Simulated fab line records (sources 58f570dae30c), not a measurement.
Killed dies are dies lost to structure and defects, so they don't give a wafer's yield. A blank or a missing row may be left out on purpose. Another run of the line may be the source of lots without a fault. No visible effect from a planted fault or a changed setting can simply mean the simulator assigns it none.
fab line records	flow berkeleyCmos170	part 1 of 2: steps 1 to 29 of 42
[record] lots = 5	wafers = 15	lastDay = 13
route steps=331 shown NSD@191 BACKSIDE@199 SDANNEAL@204 PSD@206 PLDD@208 NLDD@209 SILICIDE@210 CONTACT@216
lots that met no fault: taken from a fault-free run of the same line
startH: the number of hours between the record's first day and the start of the first shown wafer of the lot	waitH: hours from the lot's prior step to this one	" the same as in the row above	L1.1+2: a row that stands for several wafers	- either no value or no given start	* or withheld: withheld	< > ~ a bound
route shown NAME@n: NAME is a module with steps in the file, n the number in the route of the first one	usual: average and standard deviation across the fault-free wafers	same: alike in all rows	chamber/n: place in a boat	sites: the reading at each site	_std_site: standard deviation of those values	_edge_site: the outer-site mean with the inner-site mean subtracted	radiusMm: how far each site lies from the wafer's centre	mask NAME#n: copy n	behind: the most recent tool/chamber to have shaped the wafer	hold: why the lot was held/for how many hours/how that ended	device: the transistor (n, p or np) that didn't switch	end of line: tests of these same wafers at the route's end	for a step that has no rows: nothing shown but its recipe	killed: the dies lost at the first sort to structure and to defects; this is not the yield of the wafer	map: shows each die of a wafer: x if killed, . if not, _ if none is there
set.NAME: the setting as run; set.NAME@STEP: as run at that earlier step	model.NAME: the simulator's own value behind a step, which no gauge read
lots at selected steps of the route; one table per step, one row per wafer
services: when a tool's chamber went out of use (startH, in hours from the record's first day, below 0 if earlier), for how many hours, and the reason
[[steps]]
[step UCB170_NSD_PEB_04]
[recipe] pebTempC = 130	pebTimeS = withheld	resist = KrF
lot.wafer	tool	chamber	startH	waitH
L083.1+3+5	lithoTrack-01	0	230.81	0.2
L089.2+3+6	lithoTrack-01	0	231.11	0.2
L091.1+2+6	lithoTrack-03	0	252.38	1.0
L090.2+3+4	lithoTrack-01	0	-	-
L096.1+4+5	lithoTrack-03	0	279.05	0.3
[step UCB170_NSD_DEVELOP_05]
[recipe] developer = TMAH	developTimeS = 45	resist = KrF	devTempC = 21
[same] developTimeS = 45
lot.wafer	tool	chamber	startH	waitH
L083.1+3+5	lithoTrack-01	0	-	-
L089.2+3+6	lithoTrack-01	0	-	-
L091.1+2+6	lithoTrack-03	0	-	-
L090.2+3+4	lithoTrack-01	0	-	-
L096.1+4+5	lithoTrack-03	0	-	-
[step UCB170_NSD_CD_MEAS_06]
[recipe] targetCdNm = 1200
[usual] cdNm = 1200.1/1.6
lot.wafer	tool	chamber	startH	waitH	cdNm
L083.1	cdSem-02	-	231.09	-	1198.7
L083.3	"	-	"	"	1200.2
L083.5	"	-	"	"	1201.5
L089.2	cdSem-02	-	231.38	-	1202.6
L089.3	"	-	"	"	1202.4
L089.6	"	-	"	"	1201.7
L091.1	cdSem-01	-	252.66	-	1202.5
L091.2	"	-	"	"	1202.8
L091.6	"	-	"	"	1200.9
L090.2	cdSem-01	-	253.02	-	1197.4
L090.3	"	-	"	"	1197.8
L090.4	"	-	"	"	1198.2
L096.1	cdSem-01	-	279.33	-	1198.5
L096.4	"	-	"	"	1198.7
L096.5	"	-	"	"	1200.0
[step UCB170_NSD_OVL_MEAS_07]
[usual] NSD_OVL = -2/5.3
lot.wafer	tool	chamber	startH	waitH	NSD_OVL[nm]
L083.1	overlay-01	-	231.21	0.1	5
L083.3	"	-	"	"	1
L083.5	"	-	"	"	-4
L089.2	overlay-01	-	231.49	0.1	1
L089.3	"	-	"	"	-12
L089.6	"	-	"	"	-5
L091.1	overlay-01	-	252.78	0.1	10
L091.2	"	-	"	"	-1
L091.6	"	-	"	"	2
L090.2	overlay-02	-	253.13	0.1	-3
L090.3	"	-	"	"	9
L090.4	"	-	"	"	-2
L096.1	overlay-02	-	279.45	0.1	3
L096.4	"	-	"	"	-1
L096.5	"	-	"	"	-3
[step UCB170_NSD_IMPLANT_08]
[recipe] species = P	doseCm2 = 3e+15	energyKev = 40	tiltDeg = 7
lot.wafer	tool	chamber	startH	waitH
L083.1+3+5	implanter-02	0	231.24	0.0
L089.2+3+6	implanter-03	0	231.54	0.0
L091.1+2+6	implanter-02	0	252.82	0.0
L090.2+3+4	implanter-03	0	253.18	0.0
L096.1+4+5	implanter-03	0	279.48	0.0
[step UCB170_NSD_STRIP_09]
[recipe] chemistry = O2	powerW = 400	pressureMtorr = 3500	platenTempC = withheld	o2FlowSccm = 400	overashFraction = 0.5
[usual] drypumpMotorCurrentA = 5.7/0.43	oesProductAu = 0.535/0.0042	stripTimeToEndpointS = 35.84/0.066
lot.wafer	tool	chamber	startH	waitH	drypumpMotorCurrentA	oesProductAu	rfHoursCounterH	stripTimeToEndpointS
L083.1	plasmaAsher-01	1	231.39	0.1	6.5	0.533	46	35.78
L083.3	"	1	"	"	6.4	0.541	-	35.74
L083.5	"	0	"	"	5.3	0.528	-	35.75
L089.2	plasmaAsher-04	1	231.67	0.1	5.6	0.533	48	35.78
L089.3	"	0	"	"	5.8	0.536	-	35.87
L089.6	"	0	"	"	5.8	0.535	-	35.84
L091.1	plasmaAsher-04	0	252.97	0.1	5.8	0.534	51	35.86
L091.2	"	1	"	"	5.6	0.531	51	35.80
L091.6	"	1	"	"	5.6	0.537	-	35.91
L090.2	plasmaAsher-03	1	253.31	0.1	5.1	0.536	48	35.80
L090.3	"	0	"	"	5.8	0.533	-	35.84
L090.4	"	1	"	"	5.1	0.528	-	35.78
L096.1	plasmaAsher-04	1	279.63	0.1	5.7	0.532	54	35.91
L096.4	"	0	"	"	5.8	0.537	-	35.89
L096.5	"	0	"	"	5.8	0.542	-	35.91
[step UCB170_NSD_TW_MEAS_10]
[usual] NSD_TW = 4183/54
lot.wafer	tool	chamber	startH	waitH	NSD_TW
L083.1	filmMetro-04	-	231.49	0.1	4236
L083.3	"	-	"	"	4232
L083.5	"	-	"	"	4235
L089.2	filmMetro-04	-	231.78	0.1	4222
L089.3	"	-	"	"	4220
L089.6	"	-	"	"	4232
L091.1	filmMetro-03	-	253.07	0.1	4136
L091.2	"	-	"	"	4138
L091.6	"	-	"	"	4151
L090.2	filmMetro-03	-	253.42	0.1	4144
L090.3	"	-	"	"	4123
L090.4	"	-	"	"	4140
L096.1	filmMetro-04	-	279.73	0.1	4261
L096.4	"	-	"	"	4258
L096.5	"	-	"	"	4243
[step UCB170_NSD_CLEAN_11]
[recipe] chemistry = SPM	tempC = 120	timeS = 600
lot.wafer	tool	chamber	startH	waitH
L083.1+3+5	wetBench-03	0	231.60	0.1
L089.2+3+6	wetBench-03	3	231.83	0.0
L091.1+2+6	wetBench-03	2	253.13	0.1
L090.2+3+4	wetBench-03	0	253.47	0.0
L096.1+4+5	wetBench-01	1	279.79	0.1
[step UCB170_BACKSIDE_HMDS_00]
[recipe] primeTimeS = 60	primeTempC = 100
[usual] primeTempC = 100.01/0.13
lot.wafer	tool	chamber	startH	waitH	primeTempC
L083.1	lithoTrack-03	0	231.94	0.2	99.72
L083.3	"	0	"	"	99.90
L083.5	"	0	"	"	100.01
L089.2	lithoTrack-01	0	232.29	0.3	99.82
L089.3	"	0	"	"	99.54
L089.6	"	0	"	"	99.98
L091.1	lithoTrack-04	0	254.13	0.8	100.09
L091.2	"	0	"	"	100.16
L091.6	"	0	"	"	99.94
L090.2	lithoTrack-01	0	254.20	0.5	100.02
L090.3	"	0	"	"	100.09
L090.4	"	0	"	"	100.20
L096.1	lithoTrack-04	0	280.05	0.1	99.97
L096.4	"	0	"	"	99.98
L096.5	"	0	"	"	100.08
[step UCB170_BACKSIDE_COAT_01]
[recipe] resist = KrF	spinRpm = 1500	resistThkNm = 900
[usual] dispensePressureKPa = 57.6/0.44
lot.wafer	tool	chamber	startH	waitH	dispensePressureKPa
L083.1	lithoTrack-03	0	232.09	0.1	57.3
L083.3	"	0	"	"	57.3
L083.5	"	0	"	"	57.3
L089.2	lithoTrack-01	0	232.44	0.1	57.3
L089.3	"	0	"	"	57.2
L089.6	"	0	"	"	57.3
L091.1	lithoTrack-04	0	254.28	0.1	58.2
L091.2	"	0	"	"	58.3
L091.6	"	0	"	"	58.3
L090.2	lithoTrack-01	0	254.35	0.1	57.3
L090.3	"	0	"	"	57.3
L090.4	"	0	"	"	57.3
L096.1	lithoTrack-04	0	280.20	0.1	58.3
L096.4	"	0	"	"	58.3
L096.5	"	0	"	"	58.3
[step UCB170_BACKSIDE_SOFTBAKE_02]
[recipe] resist = KrF	tempC = 130	timeS = 60
lot.wafer	tool	chamber	startH	waitH
L083.1+3+5	lithoTrack-03	0	232.24	0.1
L089.2+3+6	lithoTrack-01	0	232.59	0.1
L091.1+2+6	lithoTrack-04	0	254.43	0.1
L090.2+3+4	lithoTrack-01	0	254.50	0.1
L096.1+4+5	lithoTrack-04	0	280.35	0.1
[step UCB170_BACKSIDE_STRIP_03]
[recipe] chemistry = O2	powerW = 400	pressureMtorr = 3500	platenTempC = withheld	o2FlowSccm = 400	overashFraction = 0.5
[usual] drypumpMotorCurrentA = 5.9/0.4	oesProductAu = 0.735/0.0045	stripTimeToEndpointS = 21.97/0.053
lot.wafer	tool	chamber	startH	waitH	drypumpMotorCurrentA	oesProductAu	rfHoursCounterH	stripTimeToEndpointS
L083.1	plasmaAsher-01	0	232.39	0.1	5.3	0.730	46	21.97
L083.3	"	0	"	"	5.3	0.733	-	22.00
L083.5	"	1	"	"	6.5	0.735	-	22.00
L089.2	plasmaAsher-02	1	232.71	0.1	5.7	0.738	14	21.98
L089.3	"	0	"	"	6.5	0.733	-	21.94
L089.6	"	1	"	"	5.7	0.731	-	21.97
L091.1	plasmaAsher-02	0	254.58	0.1	6.5	0.731	16	22.03
L091.2	"	1	"	"	5.8	0.737	16	21.93
L091.6	"	0	"	"	6.5	0.739	-	22.06
L090.2	plasmaAsher-04	0	254.63	0.1	5.8	0.743	51	22.00
L090.3	"	1	"	"	5.6	0.728	-	22.05
L090.4	"	0	"	"	5.8	0.727	-	21.99
L096.1	plasmaAsher-02	1	280.50	0.1	5.7	0.730	20	22.02
L096.4	"	1	"	"	5.7	0.738	-	21.95
L096.5	"	0	"	"	6.5	0.733	-	21.96
[step UCB170_BACKSIDE_CLEAN_04]
[recipe] chemistry = SPM	tempC = 120	timeS = 600
lot.wafer	tool	chamber	startH	waitH
L083.1+3+5	wetBench-03	0	232.54	0.1
L089.2+3+6	wetBench-01	2	232.87	0.1
L090.2+3+4	wetBench-03	2	254.85	0.2
L091.1+2+6	wetBench-03	2	254.85	0.2
L096.1+4+5	wetBench-03	1	280.60	0.1
[step UCB170_SDANNEAL_RTA_00]
[recipe] tempC = 900	timeS = 10	ambient = N2
[usual] lampPowerPct = 23.4/1.6	wafer_temp_C_max = 903.0/0.68
lot.wafer	tool	chamber	startH	waitH	lampPowerPct	wafer_temp_C_max
L083.1	rtpAnneal-01	0	232.71	0.0	24.7	902.6
L083.3	"	0	"	"	24.7	903.3
L083.5	"	0	"	"	24.7	904.1
L089.2	rtpAnneal-02	0	233.09	0.0	21.5	902.8
L089.3	"	0	"	"	21.5	902.3
L089.6	"	0	"	"	21.5	902.2
L091.1	rtpAnneal-02	0	255.04	0.0	21.5	902.9
L091.2	"	0	"	"	21.5	902.4
L091.6	"	0	"	"	21.5	902.9
L090.2	rtpAnneal-01	0	255.05	0.0	24.7	903.1
L090.3	"	0	"	"	24.8	901.9
L090.4	"	0	"	"	24.7	903.0
L096.1	rtpAnneal-01	0	280.77	0.0	24.8	904.0
L096.4	"	0	"	"	24.8	902.7
L096.5	"	0	"	"	24.7	902.9
[step UCB170_SDANNEAL_RTA_01]
[recipe] tempC = 1050	timeS = 5	ambient = N2
[usual] lampPowerPct = 36.1/2.4	wafer_temp_C_max = 1053.6/0.81
lot.wafer	tool	chamber	startH	waitH	lampPowerPct	wafer_temp_C_max
L083.1	rtpAnneal-01	0	232.78	0.1	38.2	1053.9
L083.3	"	0	"	"	38.2	1053.6
L083.5	"	0	"	"	38.2	1052.2
L089.2	rtpAnneal-02	0	233.15	0.1	33.2	1053.8
L089.3	"	0	"	"	33.2	1053.5
L089.6	"	0	"	"	33.3	1052.4
L091.1	rtpAnneal-02	0	255.11	0.1	33.2	1053.0
L091.2	"	0	"	"	33.2	1052.5
L091.6	"	0	"	"	33.2	1052.9
L090.2	rtpAnneal-01	0	255.12	0.1	38.2	1055.5
L090.3	"	0	"	"	38.2	1053.9
L090.4	"	0	"	"	38.1	1053.8
L096.1	rtpAnneal-01	0	280.84	0.1	38.2	1053.4
L096.4	"	0	"	"	38.2	1054.7
L096.5	"	0	"	"	38.3	1054.0
[step UCB170_SDANNEAL_RS_MEAS_02]
[recipe] thkMeasGauge = four-point-probe
[usual] PSD_RS = 75.52/0.24
lot.wafer	tool	chamber	startH	waitH	PSD_RS[ohm/sq]
L083.1	filmMetro-03	-	233.30	0.5	75.24
L083.3	"	-	"	"	75.73
L083.5	"	-	"	"	75.72
L089.2	filmMetro-04	-	233.81	0.6	75.71
L089.3	"	-	"	"	75.75
L089.6	"	-	"	"	75.56
L091.1	filmMetro-03	-	255.17	0.0	75.31
L091.2	"	-	"	"	75.52
L091.6	"	-	"	"	75.18
L090.2	filmMetro-04	-	255.19	0.1	75.49
L090.3	"	-	"	"	75.56
L090.4	"	-	"	"	75.71
L096.1	filmMetro-04	-	280.90	0.0	75.42
L096.4	"	-	"	"	75.43
L096.5	"	-	"	"	75.62
[step UCB170_SDANNEAL_RS_MEAS_03]
[recipe] thkMeasGauge = four-point-probe
[usual] NSD_RS = 37.25/0.079
lot.wafer	tool	chamber	startH	waitH	NSD_RS[ohm/sq]
L083.1	filmMetro-03	-	233.42	0.1	37.26
L083.3	"	-	"	"	37.32
L083.5	"	-	"	"	37.27
L089.2	filmMetro-04	-	233.93	0.1	37.31
L089.3	"	-	"	"	37.31
L089.6	"	-	"	"	37.25
L091.1	filmMetro-03	-	255.29	0.1	37.27
L091.2	"	-	"	"	37.37
L091.6	"	-	"	"	37.22
L090.2	filmMetro-04	-	255.31	0.1	37.38
L090.3	"	-	"	"	37.28
L090.4	"	-	"	"	37.34
L096.1	filmMetro-04	-	281.02	0.1	37.30
L096.4	"	-	"	"	37.28
L096.5	"	-	"	"	37.37
[step UCB170_SDANNEAL_RS_MEAS_04]
[recipe] thkMeasGauge = four-point-probe
[usual] PLDD_RS = 1031.0/2.8
lot.wafer	tool	chamber	startH	waitH	PLDD_RS[ohm/sq]
L083.1	filmMetro-03	-	233.54	0.1	1032.4
L083.3	"	-	"	"	1033.2
L083.5	"	-	"	"	1032.1
L089.2	filmMetro-04	-	234.05	0.1	1029.0
L089.3	"	-	"	"	1030.6
L089.6	"	-	"	"	1030.5
L091.1	filmMetro-03	-	255.41	0.1	1022.8
L091.2	"	-	"	"	1026.1
L091.6	"	-	"	"	1025.2
L090.2	filmMetro-04	-	255.43	0.1	1030.8
L090.3	"	-	"	"	1033.7
L090.4	"	-	"	"	1036.6
L096.1	filmMetro-04	-	281.14	0.1	1027.8
L096.4	"	-	"	"	1030.5
L096.5	"	-	"	"	1026.3
[step UCB170_SDANNEAL_RS_MEAS_05]
[recipe] thkMeasGauge = four-point-probe
[usual] NLDD_RS = 615.9/1.7
lot.wafer	tool	chamber	startH	waitH	NLDD_RS[ohm/sq]
L083.1	filmMetro-03	-	233.66	0.1	612.8
L083.3	"	-	"	"	614.8
L083.5	"	-	"	"	612.7
L089.2	filmMetro-04	-	234.17	0.1	618.1
L089.3	"	-	"	"	617.2
L089.6	"	-	"	"	617.2
L091.1	filmMetro-03	-	255.53	0.1	615.2
L091.2	"	-	"	"	616.1
L091.6	"	-	"	"	616.7
L090.2	filmMetro-04	-	255.55	0.1	614.3
L090.3	"	-	"	"	613.3
L090.4	"	-	"	"	614.8
L096.1	filmMetro-04	-	281.26	0.1	618.3
L096.4	"	-	"	"	618.4
L096.5	"	-	"	"	615.7
[step UCB170_SILICIDE_PRE_CLEAN_00]
[recipe] gas = Ar	precleanEtchTimeS = 60
lot.wafer	tool	chamber	startH	waitH
L083.1+3+5	pvdSputter-03	-	233.78	0.1
L089.2+3+6	pvdSputter-04	-	234.27	0.1
L090.2+3+4	pvdSputter-01	-	255.65	0.1
L091.1+2+6	pvdSputter-04	-	255.65	0.1
L096.1+4+5	pvdSputter-01	-	281.38	0.1
[step UCB170_SILICIDE_SPUTTER_01]
[recipe] material = Ti	targetThkNm = 30	timeS = 25	powerW = 1500	chamberPressurePa = 0.5
[usual] throttleValvePct = 30.0/1
lot.wafer	tool	chamber	startH	waitH	throttleValvePct
L083.1	pvdSputter-03	-	233.85	0.0	30.4
L083.3	"	-	"	"	30.9
L083.5	"	-	"	"	29.5
L089.2	pvdSputter-04	-	234.33	0.0	30.9
L089.3	"	-	"	"	31.4
L089.6	"	-	"	"	30.7
L090.2	pvdSputter-01	-	255.72	0.0	28.6
L090.3	"	-	"	"	29.5
L090.4	"	-	"	"	28.6
L091.1	pvdSputter-04	-	255.72	0.0	29.6
L091.2	"	-	"	"	31.6
L091.6	"	-	"	"	29.7
L096.1	pvdSputter-01	-	281.44	0.0	29.5
L096.4	"	-	"	"	29.0
L096.5	"	-	"	"	28.3
[step UCB170_SILICIDE_RS_MEAS_02]
[recipe] thkMeasGauge = four-point-probe	reads = Ti_of_SILICIDE_SPUTTER_01
[usual] SILICIDE_TI_RS = 26.1/0.34
lot.wafer	tool	chamber	startH	waitH	SILICIDE_TI_RS[ohm/sq]
L083.1	filmMetro-01	-	233.88	0.0	25.8
L083.3	"	-	"	"	25.6
L083.5	"	-	"	"	25.7
L089.2	filmMetro-01	-	234.38	0.0	25.9
L089.3	"	-	"	"	25.9
L089.6	"	-	"	"	25.8
L091.1	filmMetro-04	-	255.75	0.0	25.7
L091.2	"	-	"	"	26.1
L091.6	"	-	"	"	25.6
L090.2	filmMetro-03	-	255.77	0.0	26.4
L090.3	"	-	"	"	26.4
L090.4	"	-	"	"	26.3
L096.1	filmMetro-01	-	281.47	0.0	26.1
L096.4	"	-	"	"	26.1
L096.5	"	-	"	"	26.2
[step UCB170_SILICIDE_THK_MEAS_03]
[recipe] thkMeasGauge = xrf	reads = Ti_of_SILICIDE_SPUTTER_01
[usual] SILICIDE_TI_THK = 29.5/0.36
lot.wafer	tool	chamber	startH	waitH	SILICIDE_TI_THK[nm]
L083.1	filmMetro-01	-	234.00	0.1	29.9
L083.3	"	-	"	"	30.1
L083.5	"	-	"	"	30.0
L089.2	filmMetro-01	-	234.49	0.1	29.7
L089.3	"	-	"	"	29.6
L089.6	"	-	"	"	29.8
L091.1	filmMetro-04	-	255.87	0.1	29.9
L091.2	"	-	"	"	29.5
L091.6	"	-	"	"	29.7
L090.2	filmMetro-03	-	255.88	0.1	29.0
L090.3	"	-	"	"	29.2
L090.4	"	-	"	"	29.4
L096.1	filmMetro-01	-	281.59	0.1	29.5
L096.4	"	-	"	"	29.8
L096.5	"	-	"	"	29.4
[step UCB170_SILICIDE_RTA_04]
[recipe] tempC = 650	timeS = 15	ambient = N2
[usual] lampPowerPct = 10.2/0.63	wafer_temp_C_max = 652.3/0.58
lot.wafer	tool	chamber	startH	waitH	lampPowerPct	wafer_temp_C_max
L083.1	rtpAnneal-02	0	234.06	0.1	9.2	651.3
L083.3	"	0	"	"	9.2	651.0
L083.5	"	0	"	"	9.2	651.4
L089.2	rtpAnneal-02	0	234.56	0.1	9.2	651.7
L089.3	"	0	"	"	9.2	652.2
L089.6	"	0	"	"	9.2	651.6
L091.1	rtpAnneal-02	0	255.93	0.1	9.2	651.7
L091.2	"	0	"	"	9.2	651.8
L091.6	"	0	"	"	9.2	652.5
L090.2	rtpAnneal-01	0	255.94	0.1	10.6	651.9
L090.3	"	0	"	"	10.6	653.2
L090.4	"	0	"	"	10.6	651.9
L096.1	rtpAnneal-02	0	281.65	0.1	9.2	651.8
L096.4	"	0	"	"	9.2	651.8
L096.5	"	0	"	"	9.2	651.5
[step UCB170_SILICIDE_WET_ETCH_05]
[recipe] chemistry = SPM	timeS = 45	tempC = 120	target = Ti
lot.wafer	tool	chamber	startH	waitH
L083.1+3+5	wetBench-04	1	234.42	0.4
L089.2+3+6	wetBench-02	0	234.88	0.3
L090.2+3+4	wetBench-03	1	256.00	0.1
L091.1+2+6	wetBench-03	1	256.00	0.1
L096.1+4+5	wetBench-03	2	281.73	0.1
[step UCB170_CONTACT_CLEAN_00]
[recipe] chemistry = SPM	tempC = 120	timeS = 600
lot.wafer	tool	chamber	startH	waitH
L083.1+3+5	wetBench-04	0	234.45	0.0
L089.2+3+6	wetBench-02	3	234.90	0.0
L090.2+3+4	wetBench-03	2	256.02	0.0
L091.1+2+6	wetBench-03	0	256.02	0.0
L096.1+4+5	wetBench-03	2	281.75	0.0
[step UCB170_CONTACT_CVD_01]
[recipe] material = PSG	targetThkNm = 700	tempC = 450	precursor = SiH4/O2/PH3	timeS = 2820	pressureMtorr = 300	sih4FlowSccm = 60	o2FlowSccm = 90	ph3FlowSccm = 25
lot.wafer	tool	chamber	startH	waitH
L083.1+3+5	lpcvd-02	1	234.94	0.3
L089.2+3+6	lpcvd-01	0	235.36	0.3
L090.2+3+4	lpcvd-01	1	256.21	0.0
L091.1+2+6	lpcvd-01	0	256.21	0.0
L096.1+4+5	lpcvd-02	1	282.11	0.2
[step UCB170_CONTACT_THK_MEAS_02]
[recipe] reads = PSG_of_CONTACT_CVD_01
[usual] CONTACT_PSG_THK = 703/6.1
lot.wafer	tool	chamber	startH	waitH	CONTACT_PSG_THK[nm]
L083.1	filmMetro-01	-	236.79	0.1	708
L083.3	"	-	"	"	700
L083.5	"	-	"	"	707
L089.2	filmMetro-01	-	237.16	0.0	711
L089.3	"	-	"	"	711
L089.6	"	-	"	"	708
L091.1	filmMetro-01	-	258.00	0.0	706
L091.2	"	-	"	"	709
L091.6	"	-	"	"	709
L090.2	filmMetro-02	-	258.01	0.0	705
L090.3	"	-	"	"	703
L090.4	"	-	"	"	711
L096.1	filmMetro-02	-	283.90	0.0	695
L096.4	"	-	"	"	698
L096.5	"	-	"	"	701
[step UCB170_CONTACT_HMDS_03]
[recipe] primeTimeS = 60	primeTempC = 100
[usual] primeTempC = 100.01/0.13
lot.wafer	tool	chamber	startH	waitH	primeTempC
L083.1	lithoTrack-01	0	237.31	0.5	100.39
L083.3	"	0	"	"	100.26
L083.5	"	0	"	"	99.95
L089.2	lithoTrack-02	0	237.58	0.4	100.16
L089.3	"	0	"	"	100.13
L089.6	"	0	"	"	100.08
L091.1	lithoTrack-01	0	258.28	0.3	100.00
L091.2	"	0	"	"	100.04
L091.6	"	0	"	"	100.06
L090.2	lithoTrack-04	0	258.34	0.3	100.01
L090.3	"	0	"	"	100.09
L090.4	"	0	"	"	100.05
L096.1	lithoTrack-02	0	283.96	0.1	100.08
L096.4	"	0	"	"	100.09
L096.5	"	0	"	"	100.15
